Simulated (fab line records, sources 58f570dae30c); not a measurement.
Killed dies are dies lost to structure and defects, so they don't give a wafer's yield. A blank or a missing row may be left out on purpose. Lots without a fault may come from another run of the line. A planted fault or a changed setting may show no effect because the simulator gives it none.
Chamber matching | flow berkeley_cmos170 | UCB170_GATE_ETCH_15 on rie_si-01: 4 sister chambers
The step etches poly-Si in HBr/Cl2, stops on SiO2, time 56.3 s, target depth 278.2 nm. 14 wafers are shown with their chamber, then 7 later ones without.

WAFERS WITH THEIR CHAMBER
wafer  | chamber | throttle_valve_pct (%) | drypump_motor_current_A (A) | oes_product_au (a.u.)
L466.1 | 2       | 26.33                  | 5.4                         | 0.825
L466.2 | 1       | 26.31                  | 6.0                         | 0.831
L466.4 | 3       | 26.46                  | 6.2                         | 0.835
L468.1 | 1       | 26.30                  | 5.9                         | 0.842
L468.5 | 0       | 26.73                  | 6.0                         | 0.804
L468.6 | 3       | 26.47                  | 6.2                         | 0.825
L469.1 | 1       | 26.31                  | 5.9                         | 0.841
L469.3 | 2       | 26.35                  | 5.4                         | 0.811
L469.6 | 0       | 26.74                  | 6.0                         | 0.818
L471.2 | 1       | 26.31                  | 6.0                         | 0.845
L471.4 | 2       | 26.33                  | 5.5                         | 0.813
L471.5 | 1       | 26.32                  | 6.0                         | 0.856
L473.3 | 1       | 26.30                  | 5.9                         | 0.833
L473.4 | 2       | 26.34                  | 5.5                         | 0.822

SIGNATURES (means of the wafers above)
reading                 | chamber 0 | chamber 1 | chamber 2 | chamber 3 | scatter within a chamber
throttle_valve_pct      | 26.7350   | 26.3083   | 26.3375   | 26.4650   | 0.00811
drypump_motor_current_A | 6.000     | 5.950     | 5.450     | 6.200     | 0.05
oes_product_au          | 0.81100   | 0.84133   | 0.81775   | 0.83000   | 0.00832
Rule: a wafer's distance from a chamber is the root of the sum, over the readings, of the square of ((its reading less the chamber's mean) divided by the reading's scatter). The wafer belongs to the nearest chamber; if the next one is less than 2 further off, it can't be placed. The scatter: the root of (the sum of the squares of (reading less its chamber's mean) over the shown wafers, divided by (wafers less chambers)).

WAFERS WITHOUT THEIR CHAMBER
wafer  | throttle_valve_pct (%) | drypump_motor_current_A (A) | oes_product_au (a.u.)
L473.6 | 26.33                  | 5.5                         | 0.825
L476.2 | 26.72                  | 6.0                         | 0.802
L476.4 | 26.33                  | 5.5                         | 0.823
L476.6 | 26.45                  | 6.2                         | 0.833
L478.4 | 26.73                  | 6.0                         | 0.812
L478.5 | 26.45                  | 6.2                         | 0.837
L478.6 | 26.72                  | 6.0                         | 0.814

WHICH CHAMBER EACH WENT THROUGH
wafer  | from the rows above | in truth
L473.6 | 2                   | 2
L476.2 | 0                   | 0
L476.4 | 2                   | 2
L476.6 | 3                   | 3
L478.4 | 0                   | 0
L478.5 | 3                   | 3
L478.6 | 0                   | 0
Placed correctly: 7 of 7. Can't be placed from these rows: 0. Placed wrongly: 0.
